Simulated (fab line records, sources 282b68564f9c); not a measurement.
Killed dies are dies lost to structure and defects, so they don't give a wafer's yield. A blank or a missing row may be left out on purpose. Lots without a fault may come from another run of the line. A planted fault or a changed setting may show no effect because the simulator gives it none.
Which tool did it? | flow rit_cmos | 11 lots, 33 wafers sampled, at 2 steps of a route of 202

WHAT THE GAUGES READ, wafer by wafer
RIT_PWELL_TW_MEAS_10.
lot  | measured    | on            | PWELL_TW
L733 | day 1 22:34 | film_metro-03 | 948 955 952
L734 | day 2 04:06 | film_metro-03 | 940 945 945
L735 | day 2 09:20 | film_metro-04 | 974 968 967
L736 | day 2 13:44 | film_metro-01 | 966 969 972
L737 | day 2 19:02 | film_metro-03 | 948 946 947
L738 | day 2 23:41 | film_metro-04 | 962 958 962
L739 | day 3 04:28 | film_metro-04 | 965 962 960
L740 | day 3 10:16 | film_metro-04 | 1911 1919 1913
L741 | day 3 14:37 | film_metro-03 | 1883 1887 1869
L742 | day 3 20:47 | film_metro-04 | 1928 1917 1914
L743 | day 4 02:06 | film_metro-03 | 1907 1901 1892

WHICH TOOL RAN EACH LOT (tool, then ch and the chambers of the sampled wafers, then the start)
lot  | RIT_PWELL_IMPLANT_08
L733 | implanter-03 ch 0, day 1 22:15
L734 | implanter-03 ch 0, day 2 03:47
L735 | implanter-03 ch 0, day 2 09:02
L736 | implanter-01 ch 0, day 2 13:24
L737 | implanter-03 ch 0, day 2 18:43
L738 | implanter-01 ch 0, day 2 23:22
L739 | implanter-03 ch 0, day 3 04:09
L740 | implanter-04 ch 0, day 3 09:59
L741 | implanter-01 ch 0, day 3 14:17
L742 | implanter-04 ch 0, day 3 20:28
L743 | implanter-01 ch 0, day 4 01:47
- RIT_PWELL_IMPLANT_08

THE ANSWER, worked out from the rows above alone
Rule: what is usual is taken from the lots themselves. Put in order of their means at a reading, lots are off if they are a third of the lots or fewer, leave a main group of 4 or more, and stand apart from it by a gap of 3 or more times the standard deviation of the main group's means; of several such gaps the widest counts. A main group whose means are all the same, to the digits that the tables above print for the reading, isn't used. A lot without any number at a reading at which 4 lots or more have one is off too. The other lots that the step has rows for count as sound.
No lot is off at any reading shown: from this, nothing can be told.

WHAT THE SIMULATOR HAD PUT IN
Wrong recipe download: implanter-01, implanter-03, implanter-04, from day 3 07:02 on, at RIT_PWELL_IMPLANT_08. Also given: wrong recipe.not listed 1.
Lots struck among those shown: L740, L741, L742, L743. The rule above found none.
